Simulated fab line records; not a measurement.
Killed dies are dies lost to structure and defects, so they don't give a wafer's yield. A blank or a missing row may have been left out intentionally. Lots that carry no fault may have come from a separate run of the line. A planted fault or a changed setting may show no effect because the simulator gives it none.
Which of the tools did it? :: flow berkeleyCmos170 :: 7 lots with 21 wafers sampled at 2 steps, on a route of 331 steps

WHAT EACH GAUGE READ, for each wafer
UCB170_FIELD_THK_MEAS_90.
lot: L316
measured: day 5 06:03
on: filmMetro-02
FIELD_OXIDE_LEFT_1_THK (nm): 436 443 442

lot: L321
measured: day 6 16:50
on: filmMetro-03
FIELD_OXIDE_LEFT_1_THK (nm): 432 433 432

lot: L323
measured: day 6 16:50
on: filmMetro-02
FIELD_OXIDE_LEFT_1_THK (nm): 451 453 447

lot: L326
measured: day 6 20:22
on: filmMetro-04
FIELD_OXIDE_LEFT_1_THK (nm): 436 435 446

lot: L327
measured: day 7 09:03
on: filmMetro-02
FIELD_OXIDE_LEFT_1_THK (nm): 458 444 439

lot: L335
measured: day 9 07:51
on: filmMetro-02
FIELD_OXIDE_LEFT_1_THK (nm): 430 437 432

lot: L338
measured: day 9 17:47
on: filmMetro-03
FIELD_OXIDE_LEFT_1_THK (nm): 446 443 436

TOOL THAT RAN EACH LOT (tool first, then ch and the chambers of the sampled wafers, then the start)
lot: L316
UCB170_NWELL_STRIP_15: plasmaAsher-04 ch 0,1, day 2 08:48

lot: L321
UCB170_NWELL_STRIP_15: plasmaAsher-04 ch 0,1, day 3 15:26

lot: L323
UCB170_NWELL_STRIP_15: plasmaAsher-04 ch 0,1, day 4 00:09

lot: L326
UCB170_NWELL_STRIP_15: plasmaAsher-01 ch 0,1, day 4 12:01

lot: L327
UCB170_NWELL_STRIP_15: plasmaAsher-04 ch 0,1, day 4 17:03

lot: L335
UCB170_NWELL_STRIP_15: plasmaAsher-01 ch 0,1, day 6 12:09

lot: L338
UCB170_NWELL_STRIP_15: plasmaAsher-02 ch 0,1, day 7 05:41
- UCB170_NWELL_STRIP_15: strips in O2.

THE ANSWER, worked out from the rows above alone
Rule: the lots themselves supply what counts as usual. The widest of any qualifying gaps counts: lots, ordered by their means at a reading, are off when they make up no more than a third of the lots, leave a main group of 4 or more, and stand apart from it by 3 or more times the standard deviation of that group's means. If all means in a main group match to the digits the tables above print for the reading, that group is not used. A lot without any number at a reading at which 4 lots or more have one is off too. Where the step has rows for the other lots, those lots are counted as sound.
None of the lots is off at any reading shown; this tells nothing.

WHAT THE SIMULATOR HAD INSERTED
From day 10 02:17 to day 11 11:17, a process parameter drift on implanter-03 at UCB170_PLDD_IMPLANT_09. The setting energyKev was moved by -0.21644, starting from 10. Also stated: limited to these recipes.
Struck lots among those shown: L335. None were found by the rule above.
